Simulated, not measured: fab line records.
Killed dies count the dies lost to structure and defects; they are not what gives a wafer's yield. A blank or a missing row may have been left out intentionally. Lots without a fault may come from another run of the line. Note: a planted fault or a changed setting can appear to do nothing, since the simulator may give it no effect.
Which tool is to blame? | flow rit-cmos | 45 wafers sampled from 15 lots at 1 step of a route of 202

WHAT THE GAUGES SHOWED, per wafer
Not one reading of a measure or inspect step in the record can be checked against a usual standard deviation.

TOOL THAT RAN EACH LOT (tool first, then ch and the chambers of the sampled wafers, then the start)
lot  | RIT_ACTIVE_DEVELOP_10
L424 | litho-track-02 ch 0, day 1 19:00
L425 | litho-track-01 ch 0, day 2 01:00
L427 | litho-track-02 ch 0, day 2 10:00
L428 | litho-track-02 ch 0, day 2 15:00
L429 | litho-track-01 ch 0, day 2 21:00
L430 | litho-track-02 ch 0, day 3 01:00
L431 | litho-track-02, day 3 06:00
L432 | litho-track-02, day 3 11:00
L433 | litho-track-02, day 3 16:00
L435 | litho-track-02 ch 0, day 4 02:00
L437 | litho-track-02 ch 0, day 4 12:00
L442 | litho-track-03 ch 0, day 5 14:00
L443 | litho-track-02 ch 0, day 5 20:00
L444 | litho-track-02 ch 0, day 5 23:00
L445 | litho-track-01 ch 0, day 6 05:00
- RIT_ACTIVE_DEVELOP_10: develop time 50 s.

AS READ BY THE TOOLS THEMSELVES (means over the sampled wafers that have a number; for cases with no such wafer, the mark the record gives instead)
RIT_ACTIVE_DEVELOP_10. Usual: chill-plate-temp-C 23.02 C, standard deviation 0.1; developer-temp-C 23.03 C, standard deviation 0.097.
lot  | tool           | chill-plate-temp-C (C) | developer-temp-C (C) | flag
L424 | litho-track-02 | 23.05                  | 23.06                |
L425 | litho-track-01 | 23.02                  | 23.01                |
L427 | litho-track-02 | 22.89                  | 23.05                |
L428 | litho-track-02 | 22.95                  | 22.93                |
L429 | litho-track-01 | 23.21                  | 23.03                |
L430 | litho-track-02 | 22.88                  | 22.94                |
L431 | litho-track-02 | -                      | -                    | OFF
L432 | litho-track-02 | -                      | -                    | OFF
L433 | litho-track-02 | -                      | -                    | OFF
L435 | litho-track-02 | 23.04                  | 23.17                |
L437 | litho-track-02 | 22.94                  | 23.05                |
L442 | litho-track-03 | 22.98                  | 22.99                |
L443 | litho-track-02 | 23.09                  | 23.05                |
L444 | litho-track-02 | 22.99                  | 23.01                |
L445 | litho-track-01 | 22.96                  | 22.93                |

THE ANSWER, worked out from the rows above alone
Rule: lot off if the mean of its wafers having a number is beyond 3 standard deviations from the usual mean. A lot without any number at a reading at which 4 lots or more have one is off too. Any other lot the step has rows for is counted as sound. Order of review: gauges by route order, followed by the tools' own readings, for which a lot's mean as printed above is used. The first step at which some lot is off is used, and at that step the reading that is off furthest; a lot without a number counts as furthest.
Off: L431, L432, L433, at RIT_ACTIVE_DEVELOP_10 (chill-plate-temp-C). Without a number there: L431, L432, L433.
If a tool, at that step or one of the process steps before it, ran each lot that is off and ran no sound lot following the first of them, it fits. None of those tried fits.

WHAT THE SIMULATOR PUT IN
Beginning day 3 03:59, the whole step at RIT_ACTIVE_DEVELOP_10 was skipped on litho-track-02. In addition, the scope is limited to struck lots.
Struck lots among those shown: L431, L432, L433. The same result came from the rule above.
